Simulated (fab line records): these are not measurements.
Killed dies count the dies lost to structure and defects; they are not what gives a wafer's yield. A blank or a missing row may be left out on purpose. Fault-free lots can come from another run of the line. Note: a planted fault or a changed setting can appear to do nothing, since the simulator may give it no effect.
Which tool is to blame? -- flow berkeley-cmos170 -- Sampling: 13 lots, 39 wafers, 2 of 331 route steps

== WHAT THE GAUGES READ, wafer by wafer ==
UCB170_NSD_CD_MEAS_06: target cd 1200 nm. Usual: cd-nm 1199.6 nm, standard deviation 1.1.
lot,measured,on,cd-nm (nm),flag
L861,day 7 02:53,cd-sem-01,1199.5 1200.8 1198.6,
L865,day 7 02:59,cd-sem-02,1199.8 1200.0 1199.3,
L862,day 7 03:08,cd-sem-02,1199.5 1198.9 1198.7,
L864,day 7 03:15,cd-sem-01,1200.8 1200.1 1200.5,
L866,day 7 15:40,cd-sem-02,1198.5 1198.2 1197.0,
L867,day 7 22:53,cd-sem-02,1199.6 1197.4 1198.7,
L870,day 8 20:05,cd-sem-02,1199.8 1199.9 1200.6,
L869,day 8 20:22,cd-sem-01,1199.7 1199.1 1200.3,
L871,day 8 22:02,cd-sem-02,1200.1 1199.3 1200.4,
L873,day 9 09:20,cd-sem-02,1199.3 1199.2 1197.4,
L877,day 10 00:33,cd-sem-02,1201.4 1200.8 1201.1,
L878,day 10 12:08,cd-sem-02,1201.8 1202.1 1199.8 1202.0 1202.1 1199.7,
L883,day 11 10:57,cd-sem-02,1199.9 1198.2 1199.0,

== EACH LOT AND THE TOOL THAT RAN IT (in order: tool; ch and the chambers of the sampled wafers; start) ==
lot,UCB170_NSD_COAT_01
L861,"litho-track-03 ch 0, day 7 01:45"
L865,"litho-track-03 ch 0, day 7 02:11"
L862,"litho-track-04 ch 0, day 7 02:17"
L864,"litho-track-02 ch 0, day 7 02:20"
L866,"litho-track-03 ch 0, day 7 14:58"
L867,"litho-track-04 ch 0, day 7 22:11"
L870,"litho-track-02 ch 0, day 8 19:16"
L869,"litho-track-03 ch 0, day 8 19:41"
L871,"litho-track-02 ch 0, day 8 20:35"
L873,"litho-track-04 ch 0, day 9 08:19"
L877,"litho-track-04 ch 0, day 9 23:15"
L878,"litho-track-04 ch 0, day 10 11:17"
L883,"litho-track-03 ch 0, day 11 09:55"
- UCB170_NSD_COAT_01: resist thk 900 nm.

== WHAT THE TOOLS THEMSELVES READ (means of the sampled wafers that have a number; where no wafer has one, the mark that the record gives instead) ==
UCB170_NSD_COAT_01. Usual: exhaust-pa 45.0 Pa, standard deviation 0.77; spin-speed-rpm 1499.9 rpm, standard deviation 0.98.
lot,tool,exhaust-pa (Pa),spin-speed-rpm (rpm),flag
L861,litho-track-03,44.1,1500.5,
L865,litho-track-03,45.2,1499.3,
L862,litho-track-04,45.3,1499.7,
L864,litho-track-02,44.7,1500.0,
L866,litho-track-03,44.2,1501.0,
L867,litho-track-04,44.6,1500.0,
L870,litho-track-02,44.5,1499.7,
L869,litho-track-03,44.6,1500.0,
L871,litho-track-02,45.2,1499.2,
L873,litho-track-04,45.1,1499.8,
L877,litho-track-04,45.6,1500.8,
L878,litho-track-04,45.1,1499.7,
L883,litho-track-03,44.9,1499.8,

== THE ANSWER, worked out from the rows above alone ==
Rule: lot off if the mean of its wafers having a number is beyond 3 standard deviations from the usual mean. Also off: a lot with no number at a reading for which 4 or more lots have one. The other lots that the step has rows for count as sound. First the gauges in route order, then the tools' own readings, where a lot's mean is used as printed above. At the first step where some lot is off, the reading lying furthest off is the one used; lots without a number count as furthest.
None of the lots is off at any reading shown; this tells nothing.

== WHAT THE SIMULATOR HAD PUT IN ==
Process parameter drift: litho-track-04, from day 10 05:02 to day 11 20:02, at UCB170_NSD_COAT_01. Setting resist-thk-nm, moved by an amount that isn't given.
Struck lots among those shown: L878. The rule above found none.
